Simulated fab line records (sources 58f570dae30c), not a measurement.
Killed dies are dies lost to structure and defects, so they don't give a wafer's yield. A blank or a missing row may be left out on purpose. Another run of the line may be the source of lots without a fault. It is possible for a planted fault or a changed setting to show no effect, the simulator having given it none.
The tool behind it: which one? | flow berkeleyCmos170 | 14 lots with 42 wafers sampled at 5 steps, on a route of 331 steps

== WHAT THE GAUGES SHOWED, per wafer ==
UCB170_SILICIDE_THK_MEAS_03: measures by xrf.
lot  | measured     | on           | SILICIDE_TI_THK (nm)
L780 | day 6 23:31  | filmMetro-04 | 29.9 29.8 29.9
L779 | day 6 23:53  | filmMetro-03 | 29.7 30.3 30.1
L782 | day 7 08:29  | filmMetro-04 | 30.1 29.5 29.7
L781 | day 7 09:13  | filmMetro-01 | 29.9 30.3 29.8
L783 | day 7 22:54  | filmMetro-04 | 28.9 29.0 29.1
L784 | day 7 22:54  | filmMetro-03 | 29.5 29.9 29.7
L794 | day 10 07:26 | filmMetro-01 | 30.6 30.2 30.0
L796 | day 10 11:19 | filmMetro-03 | 29.9 30.2 30.0
L793 | day 10 11:40 | filmMetro-01 | 30.1 29.9 30.5
L797 | day 10 23:36 | filmMetro-03 | 29.9 30.1 29.7
L798 | day 11 09:14 | filmMetro-04 | 29.8 29.1 29.4
L801 | day 11 13:51 | filmMetro-01 | 29.5 29.4 29.7
L800 | day 11 19:17 | filmMetro-03 | 29.9 29.9 29.7
L802 | day 12 04:24 | filmMetro-04 | 30.0 29.6 29.4

UCB170_CONTACT_CD_MEAS_15 targets a cd of 700 nm.
lot  | measured     | on       | cdNm (nm)
L780 | day 7 03:47  | cdSem-02 | 697.4 699.6 699.8
L779 | day 7 04:22  | cdSem-02 | 696.9 699.0 697.7
L782 | day 7 13:27  | cdSem-02 | 699.7 699.3 699.9
L781 | day 7 13:44  | cdSem-02 | 702.9 700.1 702.3
L783 | day 8 07:42  | cdSem-02 | 714.1 713.2 713.5
L784 | day 8 08:06  | cdSem-02 | 712.4 712.3 712.6
L794 | day 10 12:31 | cdSem-01 | 699.6 699.2 699.4
L796 | day 10 15:50 | cdSem-02 | 699.3 699.7 697.5
L793 | day 10 20:32 | cdSem-02 | 699.8 699.1 700.3
L797 | day 11 04:16 | cdSem-02 | 701.9 700.6 701.3
L798 | day 11 13:10 | cdSem-02 | 701.4 700.7 699.5
L801 | day 11 18:07 | cdSem-02 | 699.6 700.2 700.1
L800 | day 12 00:05 | cdSem-01 | 700.2 699.6 701.7
L802 | day 12 08:50 | cdSem-01 | 700.1 699.9 699.8

UCB170_M1_RS_MEAS_01: a four-point-probe measurement.
lot  | measured     | on           | M1_AL_RS (ohm/sq)
L780 | day 7 04:38  | filmMetro-02 | 0.0483 0.0482 0.0485
L779 | day 7 05:08  | filmMetro-03 | 0.0484 0.0487 0.0483
L782 | day 7 14:24  | filmMetro-03 | 0.0492 0.0489 0.0489
L781 | day 7 14:41  | filmMetro-01 | 0.0488 0.0487 0.0486
L783 | day 8 08:35  | filmMetro-02 | 0.0479 0.0483 0.0484
L784 | day 8 09:04  | filmMetro-01 | 0.0487 0.0487 0.0488
L794 | day 10 13:18 | filmMetro-03 | 0.0485 0.0488 0.0490
L796 | day 10 19:32 | filmMetro-02 | 0.0480 0.0489 0.0482
L793 | day 10 21:19 | filmMetro-03 | 0.0493 0.0499 0.0494
L797 | day 11 05:02 | filmMetro-01 | 0.0483 0.0489 0.0486
L798 | day 11 14:08 | filmMetro-03 | 0.0485 0.0481 0.0485
L801 | day 11 18:53 | filmMetro-01 | 0.0485 0.0487 0.0484
L800 | day 12 00:52 | filmMetro-01 | 0.0485 0.0484 0.0487
L802 | day 12 09:38 | filmMetro-01 | 0.0479 0.0480 0.0478

== WHAT TOOL EACH LOT RAN ON (gives the tool, then ch and the chambers of the sampled wafers, and finally the start) ==
lot  | UCB170_CONTACT_RTA_08           | UCB170_CONTACT_PEB_13
L780 | rtpAnneal-01 ch 0, day 7 02:47  | lithoTrack-02 ch 0, day 7 03:31
L779 | rtpAnneal-02 ch 0, day 7 03:14  | lithoTrack-02 ch 0, day 7 04:06
L782 | rtpAnneal-01 ch 0, day 7 12:27  | lithoTrack-02 ch 0, day 7 13:10
L781 | rtpAnneal-02 ch 0, day 7 12:28  | lithoTrack-01 ch 0, day 7 13:28
L783 | rtpAnneal-01 ch 0, day 8 06:28  | lithoTrack-01 ch 0, day 8 07:26
L784 | rtpAnneal-02 ch 0, day 8 06:28  | lithoTrack-01 ch 0, day 8 07:42
L794 | rtpAnneal-02 ch 0, day 10 11:15 | lithoTrack-04 ch 0, day 10 12:15
L796 | rtpAnneal-01 ch 0, day 10 14:28 | lithoTrack-04 ch 0, day 10 15:34
L793 | rtpAnneal-02 ch 0, day 10 19:17 | lithoTrack-02 ch 0, day 10 20:16
L797 | rtpAnneal-01 ch 0, day 11 03:17 | lithoTrack-04 ch 0, day 11 03:59
L798 | rtpAnneal-02 ch 0, day 11 12:08 | lithoTrack-01 ch 0, day 11 12:53
L801 | rtpAnneal-02 ch 0, day 11 17:05 | lithoTrack-01 ch 0, day 11 17:50
L800 | rtpAnneal-01 ch 0, day 11 22:47 | lithoTrack-01 ch 0, day 11 23:49
L802 | rtpAnneal-01 ch 0, day 12 07:19 | lithoTrack-02 ch 0, day 12 08:34
- UCB170_CONTACT_RTA_08: time 10 s.
- UCB170_CONTACT_PEB_13

== AS READ BY THE TOOLS THEMSELVES (means over the sampled wafers that have a number; for cases with no such wafer, the mark the record gives instead) ==
UCB170_CONTACT_RTA_08.
lot  | tool         | lampPowerPct (%) | wafer_temp_C_max
L780 | rtpAnneal-01 | 25.7             | 902.6
L779 | rtpAnneal-02 | 27.2             | 902.9
L782 | rtpAnneal-01 | 25.7             | 902.1
L781 | rtpAnneal-02 | 27.2             | 902.6
L783 | rtpAnneal-01 | 25.7             | 901.7
L784 | rtpAnneal-02 | 27.2             | 901.9
L794 | rtpAnneal-02 | 27.2             | 901.7
L796 | rtpAnneal-01 | 25.7             | 902.2
L793 | rtpAnneal-02 | 27.2             | 903.1
L797 | rtpAnneal-01 | 25.6             | 902.5
L798 | rtpAnneal-02 | 27.2             | 903.2
L801 | rtpAnneal-02 | 27.2             | 902.7
L800 | rtpAnneal-01 | 25.7             | 902.0
L802 | rtpAnneal-01 | 25.7             | 902.4

UCB170_CONTACT_PEB_13.
lot  | tool          | heaterPowerTotalW (W) | plateTempC (C)
L780 | lithoTrack-02 | 56.78                 | 130.08
L779 | lithoTrack-02 | 56.80                 | 130.02
L782 | lithoTrack-02 | 56.80                 | 129.95
L781 | lithoTrack-01 | 56.83                 | 130.07
L783 | lithoTrack-01 | 58.07                 | 132.14
L784 | lithoTrack-01 | 58.03                 | 132.23
L794 | lithoTrack-04 | 56.77                 | 130.08
L796 | lithoTrack-04 | 56.77                 | 130.03
L793 | lithoTrack-02 | 56.76                 | 130.03
L797 | lithoTrack-04 | 56.78                 | 130.07
L798 | lithoTrack-01 | 56.77                 | 130.10
L801 | lithoTrack-01 | 56.81                 | 129.87
L800 | lithoTrack-01 | 56.81                 | 129.97
L802 | lithoTrack-02 | 56.78                 | 129.94

== THE ANSWER, worked out from the rows above alone ==
Rule: usual is defined by the lots themselves. Put in order of their means at a reading, lots are off if they are a third of the lots or fewer, leave a main group of 4 or more, and stand apart from it by a gap of 3 or more times the standard deviation of the main group's means; of several such gaps the widest counts. The tables above print the reading to a certain number of digits; a main group whose means all agree to those digits is not used. A lot without any number at a reading at which 4 lots or more have one is off too. Any other lot the step has rows for is counted as sound. First the gauges in route order, then the tools' own readings, where a lot's mean is used as printed above. At the first step where some lot is off, the reading lying furthest off is the one used; lots without a number count as furthest.
Off, at UCB170_CONTACT_CD_MEAS_15 on cdNm: L783, L784. The main group has a mean of 699.9 nm with a standard deviation of 1.
If a tool, at a process step before that reading, ran all the lots that are off and no sound lot after the first of them, it fits. The gauges at UCB170_CONTACT_CD_MEAS_15 aren't tried: what is off there is off at UCB170_CONTACT_PEB_13 too, on other tools, and a gauge's error can't cause that. Not one of the candidates tried fits.

== WHAT HAD BEEN PUT IN BY THE SIMULATOR ==
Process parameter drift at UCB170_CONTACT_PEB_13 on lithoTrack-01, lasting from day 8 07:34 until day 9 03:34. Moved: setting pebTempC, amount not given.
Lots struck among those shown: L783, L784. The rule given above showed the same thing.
